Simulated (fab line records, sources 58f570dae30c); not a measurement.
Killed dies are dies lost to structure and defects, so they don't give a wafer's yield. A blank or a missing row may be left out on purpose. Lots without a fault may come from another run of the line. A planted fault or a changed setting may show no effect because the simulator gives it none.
A struck lot beside a sound one | flow berkeley_cmos170 | 5 steps out of a route of 331
Sound: wafers L241.2, L241.3, L241.4. Struck: wafers L232.1, L232.3, L232.4. The cause comes at the end.
At each step with rows: each side's tool, then ch and its chambers, then its first start. Under that, the readings that differ: sound wafers | struck wafers | difference of the means | sigmas: that difference in standard deviations of wafers without a fault.
alike: readings whose means differ by less than 2 such deviations, and words and numbers that are the same on both sides. not compared: withheld readings, readings that some wafer has no value for, bounds like >300 that may hide the same value, and numbers for which the record gives no deviation and whose values overlap.
The two part at a step that has a row with sigmas, a row that says differs or no value, or rows on one side only. Numbers that don't overlap but have no deviation are shown without sigmas and don't part them. A reading that every wafer of one side lacks parts them only if that side has two wafers or more.

UCB170_START_BOW_MEAS_00:
  sound on film_metro-04, day 4 13:01; struck on film_metro-03, day 2 16:00
  alike: INCOMING_BOW
then, 2 steps without rows for these wafers: UCB170_START_CLEAN_01 (cleans in dHF, time 60 s); UCB170_START_OXIDATION_02 (target thk 20 nm, ox time 1800 s).
UCB170_START_THK_MEAS_03:
  sound on film_metro-03, day 4 15:32; struck on film_metro-04, day 2 19:22
  alike: START_OXIDE_THK
UCB170_START_ANNEAL_04: time 1200 s.
  sound on furnace-01 ch 0, day 4 16:51; struck on furnace-03, day 2 20:38
  no value came back on the struck wafers for spike_tc_centre_C (C), spike_tc_load_C (C); on the sound wafers spike_tc_centre_C (C) reads 950.5 951.4 952.6

WHERE THEY PART
Only at UCB170_START_ANNEAL_04, within this record.

WHY: what the simulator had put in
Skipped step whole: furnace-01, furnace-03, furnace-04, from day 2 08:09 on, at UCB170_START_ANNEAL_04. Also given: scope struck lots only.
